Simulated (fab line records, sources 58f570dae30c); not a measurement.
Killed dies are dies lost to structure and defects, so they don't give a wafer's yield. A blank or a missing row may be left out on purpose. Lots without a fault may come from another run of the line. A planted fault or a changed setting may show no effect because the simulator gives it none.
Split-lot experiment | flow berkeley_cmos170 | 5 lots, 27 wafers read, on a route of 331 steps

THE SPLIT
At UCB170_NWELL_ETCH_13 (etches Si3N4 in CH3F/Ar/O2, stops on SiO2, target depth 246.4 nm, time 154 s), the setting target_depth_a was moved away from the recipe's 2464 angstrom on 6 of the 27 wafers read, by -22.1% to -16.6%. The other wafers ran this setting at the recipe's value.

The reading is taken at the split's own step.

THE READING
oes_product_au, in a.u., at UCB170_NWELL_ETCH_13 (etches Si3N4 in CH3F/Ar/O2, stops on SiO2, target depth 246.4 nm, time 154 s). Fault-free wafers of this fab line usually give 0.949 a.u., standard deviation 0.01 a.u..

wafer  | tool, chamber at the split | target_depth_a as run, angstrom | against the recipe | oes_product_au, a.u. | against lot-mates on the recipe
L075.1 | rie_diel-03, 1             | 2055                            | -16.6%             | 1.010                | +0.061
L075.2 | rie_diel-03, 0             | 2055                            | -16.6%             | 1.004                | +0.055
L075.3 | rie_diel-03, 3             | 2464                            | recipe             | 0.954                | -
L075.4 | rie_diel-03, 2             | 2464                            | recipe             | 0.944                | -
L075.5 | rie_diel-03, 1             | 2055                            | -16.6%             | 1.013                | +0.064
L075.6 | rie_diel-03, 2             | 2464                            | recipe             | 0.950                | -
L076.1 | rie_diel-04, 2             | 2464                            | recipe             | 0.953                | -
L076.2 | rie_diel-04, 0             | 2464                            | recipe             | 0.952                | -
L076.3 | rie_diel-04, 1             | 2464                            | recipe             | 0.944                | -
L076.4 | rie_diel-04, 3             | 2464                            | recipe             | 0.946                | -
L076.5 | rie_diel-04, 3             | 2464                            | recipe             | 0.932                | -
L076.6 | rie_diel-04, 2             | 2464                            | recipe             | 0.951                | -
L078.1 | rie_diel-02, 0             | 2464                            | recipe             | 0.948                | -
L078.2 | rie_diel-02, 1             | 2464                            | recipe             | 0.946                | -
L078.3 | rie_diel-02, 2             | 2464                            | recipe             | 0.955                | -
L078.4 | rie_diel-02, 0             | 2464                            | recipe             | 0.947                | -
L078.5 | rie_diel-02, 2             | 2464                            | recipe             | 0.952                | -
L078.6 | rie_diel-02, 1             | 2464                            | recipe             | 0.938                | -
L081.2 | rie_diel-03, 1             | 2464                            | recipe             | 0.962                | -
L081.3 | rie_diel-03, 2             | 2464                            | recipe             | 0.944                | -
L081.4 | rie_diel-03, 3             | 2464                            | recipe             | 0.967                | -
L083.1 | rie_diel-04, 0             | 2464                            | recipe             | 0.951                | -
L083.2 | rie_diel-04, 3             | 2464                            | recipe             | 0.939                | -
L083.3 | rie_diel-04, 2             | 2464                            | recipe             | 0.961                | -
L083.4 | rie_diel-04, 1             | 1919                            | -22.1%             | 0.994                | +0.044
L083.5 | rie_diel-04, 1             | 1919                            | -22.1%             | 0.981                | +0.031
L083.6 | rie_diel-04, 2             | 1919                            | -22.1%             | 1.014                | +0.064

THE FIT
A straight line over all 27 wafers: oes_product_au changes by -0.00263 a.u. for each +1% of target_depth_a; r = -0.89; the points scatter about the line by 0.011 a.u..
The same after taking each lot's own level away (the mean of its wafers on the recipe; 27 wafers): -0.0026 a.u. for each +1%; r = -0.90; scatter 0.011 a.u..
On that fit, the largest move of target_depth_a shifts the reading by 0.057 a.u..
The lots' own levels span 0.9463 to 0.9577 a.u., that is 1.1 times the standard deviation above.
So the lot-to-lot level changes the slope little: the two slopes agree.
Check: with one of the wafers moved furthest among these (-22.1%) left out of the fit, the line predicts +0.0619 a.u. for it against its lot-mates. It came out at +0.0437 a.u. against them.
Tool readings at the split's step, against how far the setting was moved: oes_product_au r = -0.89.

THE WHOLE CHAIN: every reading that the file lists as answering this split, in the file's order
step                  | what it does                                                                 | reading                                                                      | change (the file's fit)                   | r (the file's)
UCB170_NWELL_ETCH_13  | etches Si3N4 in CH3F/Ar/O2, stops on SiO2, target depth 246.4 nm, time 154 s | oes_product_au                                                               | -0.00263 a.u. for each +1% of the setting | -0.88
UCB170_NWELL_ETCH_13  | etches Si3N4 in CH3F/Ar/O2, stops on SiO2, target depth 246.4 nm, time 154 s | KrF_of_NWELL_COAT_07.thk_nm (the simulator's own value, which no gauge read) | -1.55 nm for each +1% of the setting      | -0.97
UCB170_NWELL_ETCH_13  | etches Si3N4 in CH3F/Ar/O2, stops on SiO2, target depth 246.4 nm, time 154 s | etch.depth_nm (the simulator's own value, which no gauge read)               | +1.5 nm for each +1% of the setting       | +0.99
UCB170_NWELL_STRIP_15 | strips in O2                                                                 | strip_time_to_endpoint_s                                                     | withheld for each +1% of the setting      | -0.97

THE FILE'S OWN FIT
oes_product_au changes by -0.00263 a.u. for each +1% of target_depth_a, r = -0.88.
